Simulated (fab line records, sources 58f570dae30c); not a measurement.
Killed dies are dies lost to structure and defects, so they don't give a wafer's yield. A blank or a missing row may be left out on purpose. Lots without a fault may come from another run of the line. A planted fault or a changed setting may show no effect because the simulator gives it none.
A struck lot beside a sound one | flow berkeley_cmos170 | 41 steps out of a route of 331
Sound: wafers L953.1, L953.3, L953.5. Struck: wafers L951.2, L951.3, L951.4. The cause comes at the end.
At each step with rows: each side's tool, then ch and its chambers, then its first start. Under that, the readings that differ: sound wafers | struck wafers | difference of the means | sigmas: that difference in standard deviations of wafers without a fault.
alike: readings whose means differ by less than 2 such deviations, and words and numbers that are the same on both sides. not compared: withheld readings, readings that some wafer has no value for, bounds like >300 that may hide the same value, and numbers for which the record gives no deviation and whose values overlap.
The two part at a step that has a row with sigmas, a row that says differs or no value, or rows on one side only. Numbers that don't overlap but have no deviation are shown without sigmas and don't part them. A reading that every wafer of one side lacks parts them only if that side has two wafers or more.

first, 4 steps without rows for these wafers: UCB170_PFIELD_SOFTBAKE_02 (time 60 s); UCB170_PFIELD_EXPOSE_03 (exposes mask PFIELD, target cd 1500 nm); UCB170_PFIELD_PEB_04; UCB170_PFIELD_DEVELOP_05 (develop time 45 s).
UCB170_PFIELD_OVL_MEAS_06:
  sound on overlay-01, day 6 09:31; struck on overlay-01, day 6 03:19
  alike: PFIELD_OVL
then, 1 step without rows for these wafers: UCB170_PFIELD_IMPLANT_07.
UCB170_PFIELD_STRIP_08: strips in O2.
  sound on plasma_asher-03 ch 0,1, day 6 09:42; struck on plasma_asher-01 ch 0,1, day 6 03:32
  alike: drypump_motor_current_A, oes_product_au, strip_time_to_endpoint_s
  not compared: rf_hours_counter_h
UCB170_PFIELD_TW_MEAS_09:
  sound on film_metro-01, day 6 09:48; struck on film_metro-02, day 6 03:39
  alike: PFIELD_TW
then, 2 steps without rows for these wafers: UCB170_FIELD_CLEAN_00 (cleans in dHF, time 7.5 s); UCB170_FIELD_OXIDATION_01 (target thk 558.3 nm, ox time 7200 s).
UCB170_FIELD_THK_MEAS_02:
  sound on film_metro-03, day 6 15:43; struck on film_metro-03, day 6 08:05
  alike: FIELD_OXIDE_THK
then, 1 step without rows for these wafers: UCB170_FIELD_ANNEAL_03 (time 1200 s).
UCB170_FIELD_WET_ETCH_04: etches SiO2 in dHF, time 60 s.
  sound on wet_bench-04 ch 2, day 6 18:24; struck on wet_bench-03 ch 3, day 6 11:17
  no value came back on the struck wafers for bath_heat_duty_pct (%), run_length_s (s); on the sound wafers bath_heat_duty_pct (%) reads 7.4 7.9 6.7
  reading                                      | sound             | struck            | difference | sigmas
  model.SiO2_of_FIELD_OXIDATION_01.thk_nm (nm) | 523.8 531.1 526.2 | 539.9 544.4 536.9 | +13.4      |
then, 1 step without rows for these wafers: UCB170_FIELD_WET_ETCH_05 (etches Si3N4 in H3PO4, time 12600 s).
UCB170_FIELD_WET_ETCH_06: etches SiO2 in BOE, time 22.85 s.
  sound on wet_bench-04 ch 1, day 6 21:56; struck on wet_bench-03 ch 0, day 6 14:49
  reading                                      | sound           | struck            | difference | sigmas
  model.SiO2_of_FIELD_OXIDATION_01.thk_nm (nm) | 440.1 448 443.2 | 456.1 460.6 453.5 | +13.0      |
  alike: bath_heat_duty_pct, run_length_s
UCB170_FIELD_THK_MEAS_90:
  sound on film_metro-03, day 6 21:57; struck on film_metro-03, day 6 14:50
  alike: FIELD_OXIDE_LEFT_1_THK
then, 11 steps without rows for these wafers: UCB170_SACOX_CLEAN_00 (cleans in dHF, time 7.5 s); UCB170_SACOX_OXIDATION_01 (target thk 14.4 nm, ox time 2400 s); UCB170_SCREENOX_WET_ETCH_00 (etches SiO2 in dHF, time 200 s); UCB170_SCREENOX_OXIDATION_01 (target thk 14.4 nm, ox time 2400 s); UCB170_SCREENOX_ANNEAL_03 (time 900 s); UCB170_NVT_HMDS_00 (prime time 60 s); UCB170_NVT_COAT_01 (resist thk 900 nm); UCB170_NVT_SOFTBAKE_02 (time 60 s); UCB170_NVT_EXPOSE_03 (exposes mask PWELL, target cd 3000 nm); UCB170_NVT_PEB_04; UCB170_NVT_DEVELOP_05 (develop time 45 s).
UCB170_NVT_OVL_MEAS_06:
  sound on overlay-01, day 7 08:56; struck on overlay-01, day 7 02:01
  alike: NVT_OVL
then, 1 step without rows for these wafers: UCB170_NVT_IMPLANT_07.
UCB170_NVT_STRIP_08: strips in O2.
  sound on plasma_asher-04 ch 0,1, day 7 09:08; struck on plasma_asher-04 ch 0,1, day 7 02:11
  alike: drypump_motor_current_A, oes_product_au, strip_time_to_endpoint_s
  not compared: rf_hours_counter_h
UCB170_NVT_TW_MEAS_09:
  sound on film_metro-01, day 7 09:14; struck on film_metro-01, day 7 02:19
  alike: NVT_TW
then, 7 steps without rows for these wafers: UCB170_NVT_CLEAN_10 (cleans in SPM, time 600 s); UCB170_PVT_HMDS_00 (prime time 60 s); UCB170_PVT_COAT_01 (resist thk 900 nm); UCB170_PVT_SOFTBAKE_02 (time 60 s); UCB170_PVT_EXPOSE_03 (exposes mask NWELL, target cd 3000 nm); UCB170_PVT_PEB_04; UCB170_PVT_DEVELOP_05 (develop time 45 s).
UCB170_PVT_OVL_MEAS_06:
  sound on overlay-02, day 7 11:07; struck on overlay-01, day 7 05:49
  alike: PVT_OVL
then, 1 step without rows for these wafers: UCB170_PVT_IMPLANT_07.
UCB170_FIELD_THK_MEAS_91:
  sound on film_metro-03, day 7 11:32; struck on film_metro-01, day 7 06:16
  alike: FIELD_OXIDE_LEFT_2_THK

WHERE THEY PART
Only at UCB170_FIELD_WET_ETCH_04, within this record. Later steps at which nothing parts them and some readings are alike: UCB170_FIELD_WET_ETCH_06, UCB170_FIELD_THK_MEAS_90, UCB170_NVT_OVL_MEAS_06, UCB170_NVT_STRIP_08, UCB170_NVT_TW_MEAS_09, UCB170_PVT_OVL_MEAS_06, UCB170_FIELD_THK_MEAS_91.

WHY: what the simulator had put in
Skipped step whole: wet_bench-03, from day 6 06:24 on, at UCB170_FIELD_WET_ETCH_04. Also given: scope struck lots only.
